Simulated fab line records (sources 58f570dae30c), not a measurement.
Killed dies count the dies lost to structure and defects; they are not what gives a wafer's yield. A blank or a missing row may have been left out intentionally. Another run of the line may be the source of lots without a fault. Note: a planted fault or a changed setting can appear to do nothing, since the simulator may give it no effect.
Problem report in the 8D (eight disciplines) form, filled by code    flow berkeley cmos170    the parts of the form that need people (team, actions taken, sign-off) are left out

## 1. THE ISSUE
On 3 wafers of 1 lot, run length s at UCB170_FIELD_WET_ETCH_04 has a mean of 52 s; fault-free wafers read 88 s, standard deviation 3.2. Measured from the usual mean, that is -11 standard deviations.
The step: etches SiO2 in dHF, time 60 s.
The first sign was on wafer L422.1 at day 9 19:35, on wet bench-02. The record holds 39 wafers of 13 lots with a number at this step. Rule for "out", or "out of limits": more than 4 standard deviations from the usual mean. The rest of the wafers with a number are treated as sound.

## 2. WHAT IT IS, AND WHAT IT ISN'T
question                     is                      is not
which readings at this step  run length s            -
which lots                   L422                    L402, L403, L405, L406, L407, L408, L410, L411, L412, L413, L414, L415
which wafers of those lots   all that have a number  -
read on which tools          wet bench-02            wet bench-01, wet bench-04
when                         from day 9 19:35        up to then (36 sound wafers)

## 3. WHAT RULES OUT EACH SUSPECT
Counting: a tool at any process step up to the reading remains a suspect when it ran all the lots that are out and ran no sound lot after the first of those.
- wet bench-02 at UCB170_FIELD_WET_ETCH_04 (etches SiO2 in dHF, time 60 s): kept. It ran the lot that is out, L422 (day 9 19:35), and no sound lot after that; its last sound lot up to then is L412 (day 7 16:11). Its own readings are out on those wafers: run length s.
The count leaves wet bench-02 at UCB170_FIELD_WET_ETCH_04.

## 4. THE CAUSE (what the simulator had put in)
wet bench-02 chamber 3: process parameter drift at UCB170_FIELD_WET_ETCH_04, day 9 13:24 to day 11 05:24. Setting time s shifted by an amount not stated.
After counting, this tool was the only one left.

## 5. SEQUENCE OF EFFECTS, ordered by route
Rows list readings where the struck wafers' mean (over those with a number) sits beyond 3 standard deviations from the usual. Scope: only readings with a usual standard deviation given in the record; hours: median across lots of the time from each lot's start at the first step in this table that gives one to its start at this step; sigmas: change in usual standard deviations.
hours  step                      reading       usual  on struck wafers  change  sigmas
0      UCB170_FIELD_WET_ETCH_04  run length s  88 s   52                -36     -11
Process steps it contains:
- UCB170_FIELD_WET_ETCH_04: etches SiO2 in dHF, time 60 s.
Later measuring or inspecting steps at which every struck wafer that the step has a row for has a number for every such reading, and none has moved that far: UCB170_FIELD_THK_MEAS_90, UCB170_PVT_TW_MEAS_09, UCB170_FIELD_THK_MEAS_91.

## 6. WHAT WOULD HAVE CAUGHT IT SOONER
6 hours passed between the start of the fault at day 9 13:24 and the first reading out of limits in this record, taken at day 9 19:35.
